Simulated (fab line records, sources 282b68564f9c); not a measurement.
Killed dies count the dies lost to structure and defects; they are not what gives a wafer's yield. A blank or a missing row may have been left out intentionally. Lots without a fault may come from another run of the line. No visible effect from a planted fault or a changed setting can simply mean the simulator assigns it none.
8D (eight disciplines) problem report, filled in by code / flow rit cmos / the parts of the form that need people (team, actions taken, sign-off) are left out

1. THE ISSUE
M1_AL_RS at RIT_M1_RS_MEAS_01 reads a mean of 0.1972 ohm/sq on 4 wafers of 3 lots; wafers without a fault read 0.0729 ohm/sq with a standard deviation of 0.00084. That is +99 or more standard deviations from the usual mean.
The step: measures by four-point-probe.
First observed at day 4 10:54: wafer L797.2, on film metro-04. The record has a number at this step for 21 wafers belonging to 7 lots. Rule for "out" (also "out of limits"): further than 4 standard deviations from the usual mean. The other wafers with a number count as sound.

2. WHAT THIS IS AND IS NOT
question=which readings at this step | is=M1_AL_RS | is not=-
question=which lots | is=L797, L799, L801 | is not=L793, L794, L812, L813
question=which wafers of those lots | is=L797.2, L799.2, L801.2, L801.5 | is not=L797.1, L797.3, L799.5, L799.6, L801.1
question=read on which gauges | is=film metro-01, film metro-03, film metro-04 | is not=-
question=when | is=from day 4 10:54 | is not=up to then (8 sound wafers); but 9 sound wafers of L799, L801, L812, L813 came after

3. SUSPECTS, AND WHAT RULES EACH OUT
Counting: a tool at a process step up to the reading stays a suspect if it ran every lot that is out. Sound lots after the first of them don't rule it out here, since some wafers of a struck lot are sound.
- ruled out: the gauge at RIT_M1_RS_MEAS_01. Those wafers that are out were read across 3 gauges (film metro-01, film metro-03, film metro-04).
- pvd sputter-02 at RIT_M1_SPUTTER_00 (material Al, target thk 400 nm, time 500 s): kept. Every lot that is out went through it, the first being L797 (day 4 10:36); the last sound lot it ran before that was L794 (day 3 19:36).
Remaining after the count: pvd sputter-02 at RIT_M1_SPUTTER_00.

4. THE CAUSE (what the simulator had put in)
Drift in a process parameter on pvd sputter-02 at RIT_M1_SPUTTER_00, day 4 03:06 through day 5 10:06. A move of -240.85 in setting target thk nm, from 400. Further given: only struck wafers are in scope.
Only this tool survived the counting.

5. SEQUENCE OF EFFECTS, ordered by route
Each row: a reading whose mean over the struck wafers that have a number lies more than 3 standard deviations from the usual. Scope: only readings with a usual standard deviation given in the record; hours: median across lots of the time from each lot's start at the first step in this table that gives one to its start at this step; sigmas: change in usual standard deviations.
hours=0; step=RIT_M1_RS_MEAS_01; reading=M1_AL_RS; usual=0.0729 ohm/sq; on struck wafers=0.1972; change=+0.1243; sigmas=+99 or more
hours=4; step=RIT_M1_THK_MEAS_02; reading=M1_AL_THK; usual=399 nm; on struck wafers=156; change=-243; sigmas=-41
hours=8; step=RIT_M1_METAL_ETCH_12; reading=oes product au; usual=0.779 a.u.; on struck wafers=0.510; change=-0.269; sigmas=-22
The process steps in it:
- RIT_M1_METAL_ETCH_12: etches Al in Cl2/BCl3, stops on SiO2, time 165 s, target depth 600 nm.
Later measuring or inspecting steps at which every struck wafer that the step has a row for has a number for every such reading, and none has moved that far: RIT_M1_CD_MEAS_09, RIT_M1_OVL_MEAS_10.

6. WHAT WOULD HAVE CAUGHT IT SOONER
Counted from the fault's start at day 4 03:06, it took 8 hours until the first out-of-limits reading at a measuring or inspecting step in this record, taken at day 4 10:54.
No tool reading at RIT_M1_SPUTTER_00 that has a usual standard deviation in the record was out on any struck wafer, so an alarm limit of 4 standard deviations on those readings would not have fired.
Of the lots that are out (3), L799, L801 began RIT_M1_SPUTTER_00 on pvd sputter-02 after day 4 10:54. A hold on the tool at that time would have spared those 2.
